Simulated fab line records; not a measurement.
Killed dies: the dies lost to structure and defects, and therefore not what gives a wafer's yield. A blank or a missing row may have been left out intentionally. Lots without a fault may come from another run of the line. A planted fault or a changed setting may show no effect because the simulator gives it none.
Comparing a struck lot with a sound one | flow ritCmos | 27 out of 202 route steps
Sound: the wafers L535.2, L535.3, L535.4. Wafers struck: L549.2, L549.4, L549.6. The cause is given at the end.
At each step with rows: each side's tool, then ch and its chambers, then its first start. Under that, the readings that differ: sound wafers | struck wafers | difference of the means | sigmas: that difference in standard deviations of wafers without a fault.
alike: readings whose means differ by less than 2 such deviations, and words and numbers that are the same on both sides. not compared: withheld readings, readings that some wafer has no value for, bounds like >300 that may hide the same value, and numbers for which the record gives no deviation and whose values overlap.
The two part at a step that has a row with sigmas, a row that says differs or no value, or rows on one side only. Numbers that don't overlap but have no deviation are shown without sigmas and don't part them. A reading that every wafer of one side lacks parts them only if that side has two wafers or more.

RIT_ACTIVE_BOW_MEAS_00:
  sound on filmMetro-02 at day 2 11:01; struck on filmMetro-03 at day 5 09:01
  alike: INCOMING_BOW
then, 1 step without rows for these wafers: RIT_ACTIVE_OXIDATION_01 (target thk 46.8 nm, ox time 3360 s).
RIT_ACTIVE_THK_MEAS_02:
  sound on filmMetro-04 at day 2 13:04; struck on filmMetro-04 at day 5 11:04
  alike: ACTIVE_OXIDE_THK
RIT_ACTIVE_CVD_03: deposits Si3N4 from SiH2Cl2/NH3, target thk 150 nm, time 1500 s.
  sound on lpcvd-02 ch 0, day 2 13:07; struck on lpcvd-01 ch 0, day 5 11:07
reading                                 | sound             | struck            | difference                    | sigmas
susceptorTempC (C)                      | 810.1 810.4 810.4 | - - -             | no value on the struck wafers | 
model.Si3N4_of_ACTIVE_CVD_03.thkNm (nm) | 151 151.3 152.3   | 135.1 134.2 133.3 | -17.3                         | 
  alike: zonePowerSourcePct
RIT_ACTIVE_THK_MEAS_04:
  sound on filmMetro-02 at day 2 15:15; struck on filmMetro-03 at day 5 12:32
reading                 | sound             | struck            | difference | sigmas
ACTIVE_NITRIDE_THK (nm) | 151.1 151.3 152.3 | 135.0 134.1 133.3 | -17.4      | -12
then, 6 steps without rows for these wafers: RIT_ACTIVE_HMDS_05 (prime time 60 s); RIT_ACTIVE_COAT_06 (resist thk 1000 nm); RIT_ACTIVE_SOFTBAKE_07 (time 60 s); RIT_ACTIVE_EXPOSE_08 (exposes mask M1, target cd 1400 nm); RIT_ACTIVE_PEB_09; RIT_ACTIVE_DEVELOP_10 (develop time 50 s).
RIT_ACTIVE_CD_MEAS_11: the cd target is 1400 nm.
  sound on cdSem-02 at day 2 16:10; struck on cdSem-02 at day 5 13:35
  alike: cdNm
then, 1 step without rows for these wafers: RIT_ACTIVE_HARDBAKE_12 (time 60 s).
RIT_ACTIVE_ETCH_13: etches Si3N4 in SF6, stops on SiO2, time 210 s, target depth 210 nm.
  sound on rieDiel-04 ch 0,1,3, day 2 16:25; struck on rieDiel-02 ch 1,2,3, day 5 13:50
reading                          | sound             | struck            | difference | sigmas
oesProductAu (a.u.)              | 0.816 0.837 0.858 | 0.781 0.782 0.747 | -0.067     | -4
model.etch.depthNm (nm)          | 151 151.3 152.3   | 135.1 134.2 133.3 | -17.3      | 
model.ACTIVE.featureDepthNm (nm) | 151 151.4 152.3   | 136.6 134.2 133.3 | -16.9      | 
  alike: drypumpMotorCurrentA, throttleValvePct
  not compared: rfHoursCounterH
RIT_ACTIVE_STRIP_14: strips in O2, time 180 s.
  sound on plasmaAsher-02 ch 0,1, day 2 16:33; struck on plasmaAsher-03 ch 0, day 5 13:58
reading                  | sound       | struck      | difference | sigmas
drypumpMotorCurrentA (A) | 5.2 5.5 5.2 | 6.3 6.3 6.3 | +1.0       | +3
  not compared: rfHoursCounterH
RIT_ACTIVE_CD_MEAS_90: the cd target is 1400 nm.
  sound on cdSem-01 at day 2 16:45; struck on cdSem-01 at day 5 14:10
  alike: cdNm
then, 4 steps without rows for these wafers: RIT_ACTIVE_CLEAN_15 (cleans in SC1, time 600 s); RIT_ACTIVE_CLEAN_16 (cleans in dHF, time 30 s); RIT_ACTIVE_CLEAN_17 (cleans in SC2, time 600 s); RIT_FOX1_OXIDATION_00 (target thk 350.7 nm, ox time 1130 s).
RIT_FOX1_THK_MEAS_01:
  sound on filmMetro-01 at day 2 18:43; struck on filmMetro-01 at day 5 16:06
reading             | sound       | struck      | difference | sigmas
FOX1_OXIDE_THK (nm) | 366 365 368 | 346 346 343 | -21        | -3
then, 2 steps without rows for these wafers: RIT_FOX1_WET_ETCH_02 (etches SiO2 in BOE, target depth 350 nm, time 390 s); RIT_FOX2_OXIDATION_00 (target thk 350.7 nm, ox time 1130 s).
RIT_FOX2_THK_MEAS_01:
  sound on filmMetro-02 at day 2 20:12; struck on filmMetro-01 at day 5 18:08
  alike: FOX2_OXIDE_THK
RIT_FOX2_CLEAN_02: cleans in dHF, time 180 s.
  sound on wetBench-02 ch 2, day 2 20:15; struck on wetBench-04 ch 1, day 5 18:11
reading                                 | sound             | struck        | difference | sigmas
model.Si3N4_of_ACTIVE_CVD_03.thkNm (nm) | 131.8 132.1 133.1 | 115.9 115 114 | -17.4      | 
then, 1 step without rows for these wafers: RIT_FOX2_WET_ETCH_03 (etches Si3N4 in H3PO4, target depth 195 nm, time 2700 s).
RIT_M1_PROBE_99:
  sound on prober-01 at day 4 10:52; struck on prober-02 at day 7 07:28
  alike: killed_at_M0_to_M3, killedAtContacts, killedAtFrontEnd, killedDies, killedOpen, killedShort

## WHERE THEY PART
Last at RIT_FOX1_THK_MEAS_01 as far as this record goes, first at RIT_ACTIVE_CVD_03. Later steps at which nothing parts them and some readings are alike: RIT_FOX2_THK_MEAS_01, RIT_M1_PROBE_99.

WHY: what the simulator had put in
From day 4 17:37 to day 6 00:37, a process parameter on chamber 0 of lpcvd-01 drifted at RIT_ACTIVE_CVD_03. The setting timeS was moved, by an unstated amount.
